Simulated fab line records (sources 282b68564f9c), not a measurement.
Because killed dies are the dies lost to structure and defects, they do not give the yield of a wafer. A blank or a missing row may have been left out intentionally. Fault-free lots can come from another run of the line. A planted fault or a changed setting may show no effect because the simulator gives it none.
Split-lot study | flow ritCmos | 5 lots, 23 wafers read, on a route of 202 steps

== THE SPLIT ==
At RIT_PRETRO_COAT_01 (resist thk 1300 nm), the setting resistThkNm was moved away from the recipe's 1300 nm on 7 of the 23 wafers read, by -5.8% to +3.6%. This setting was run at the recipe's value on the other wafers.

== FROM THE SPLIT TO THE READING: what the file shows between them, 3 steps ==
- RIT_PRETRO_SOFTBAKE_02: time 60 s
- RIT_PRETRO_EXPOSE_03: exposes mask M5, target cd 43700 nm
- RIT_PRETRO_DEVELOP_05: develop time 68 s

== THE READING ==
NOVOLAK_of_PRETRO_COAT_01.thkNm (the simulator's own value, which no gauge read), in nm, at RIT_PRETRO_HARDBAKE_07 (time 120 s). No usual value for it is given in the file. Average 1140 nm, standard deviation 3.2 nm, over the 16 wafers here run with the recipe.

wafer  | tool, chamber at the split | resistThkNm as run, nm | against the recipe | NOVOLAK_of_PRETRO_COAT_01.thkNm, nm | against lot-mates on the recipe
L076.1 | lithoTrack-01, 0           | 1300                   | recipe             | 1139                                | -
L076.2 | lithoTrack-01, 0           | 1240                   | -4.6%              | 1086                                | -53
L076.3 | lithoTrack-01, 0           | 1300                   | recipe             | 1137                                | -
L076.5 | lithoTrack-01, 0           | 1240                   | -4.6%              | 1087                                | -52
L076.6 | lithoTrack-01, 0           | 1300                   | recipe             | 1142                                | -
L078.1 | lithoTrack-03, 0           | 1224                   | -5.8%              | 1079                                | -62
L078.2 | lithoTrack-03, 0           | 1224                   | -5.8%              | 1072                                | -68
L078.4 | lithoTrack-03, 0           | 1300                   | recipe             | 1144                                | -
L078.5 | lithoTrack-03, 0           | 1224                   | -5.8%              | 1075                                | -66
L078.6 | lithoTrack-03, 0           | 1300                   | recipe             | 1137                                | -
L080.3 | lithoTrack-04, 0           | 1300                   | recipe             | 1132                                | -
L080.5 | lithoTrack-04, 0           | 1300                   | recipe             | 1136                                | -
L080.6 | lithoTrack-04, 0           | 1300                   | recipe             | 1136                                | -
L081.1 | lithoTrack-04, 0           | 1300                   | recipe             | 1144                                | -
L081.2 | lithoTrack-04, 0           | 1300                   | recipe             | 1142                                | -
L081.4 | lithoTrack-04, 0           | 1300                   | recipe             | 1142                                | -
L081.5 | lithoTrack-04, 0           | 1300                   | recipe             | 1142                                | -
L081.6 | lithoTrack-04, 0           | 1300                   | recipe             | 1141                                | -
L082.2 | lithoTrack-03, 0           | 1300                   | recipe             | 1140                                | -
L082.3 | lithoTrack-03, 0           | 1300                   | recipe             | 1140                                | -
L082.4 | lithoTrack-03, 0           | 1347                   | +3.6%              | 1179                                | +40
L082.5 | lithoTrack-03, 0           | 1300                   | recipe             | 1138                                | -
L082.6 | lithoTrack-03, 0           | 1347                   | +3.6%              | 1182                                | +43

FIT RESULTS
A straight line over all 23 wafers: NOVOLAK_of_PRETRO_COAT_01.thkNm changes by +11.2 nm for each +1% of resistThkNm; r = +0.99; the points scatter about the line by 3.1 nm.
The same after taking each lot's own level away (the mean of its wafers on the recipe; 23 wafers): +11.3 nm for each +1%; r = +1.00; scatter 2 nm.
That fit puts the effect of the largest move of resistThkNm on the reading at 66 nm.
The lots' own levels span 1134.7 to 1142.2 nm, that is 2.4 times the standard deviation above.
So the lot-to-lot level changes the slope little: the two slopes agree.
Check: for one of the wafers moved furthest among these (-5.8%), held out of the fit, the line's prediction against its lot-mates is -66.9 nm. Against them it came out at -61.5 nm.

== OTHER SPLITS ON THESE WAFERS ==
Before the reading, these wafers also passed through other splits. Each is held against what the fit with the lots' levels taken away leaves over:
other split on the same wafers  | wafers away from the commonest value | r with NOVOLAK_of_PRETRO_COAT_01.thkNm (lot level and that fit taken away)
RIT_ACTIVE_OXIDATION_01 oxTimeS | 18                                   | -0.02
RIT_ACTIVE_COAT_06 resistThkNm  | 7                                    | -0.14
RIT_ACTIVE_ETCH_13 overEtchFrac | 9                                    | +0.02
RIT_NWELL_COAT_01 resistThkNm   | 6                                    | -0.07
RIT_PWELL_IMPLANT_08 energyKev  | 4                                    | -0.04
RIT_NRETRO_IMPLANT_08 energyKev | 6                                    | +0.02

== THE WHOLE CHAIN: every reading that the file lists as answering this split, in the file's order ==
step                   | what it does       | reading                                                                          | change (the file's fit)              | r (the file's)
RIT_PRETRO_COAT_01     | resist thk 1300 nm | NOVOLAK_of_PRETRO_COAT_01.thkNm (the simulator's own value, which no gauge read) | +13 nm for each +1% of the setting   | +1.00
RIT_PRETRO_HARDBAKE_07 | time 120 s         | NOVOLAK_of_PRETRO_COAT_01.thkNm (the simulator's own value, which no gauge read) | +11.2 nm for each +1% of the setting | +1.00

== FILE'S OWN FIT ==
NOVOLAK_of_PRETRO_COAT_01.thkNm changes by +11.2 nm for each +1% of resistThkNm, r = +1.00.
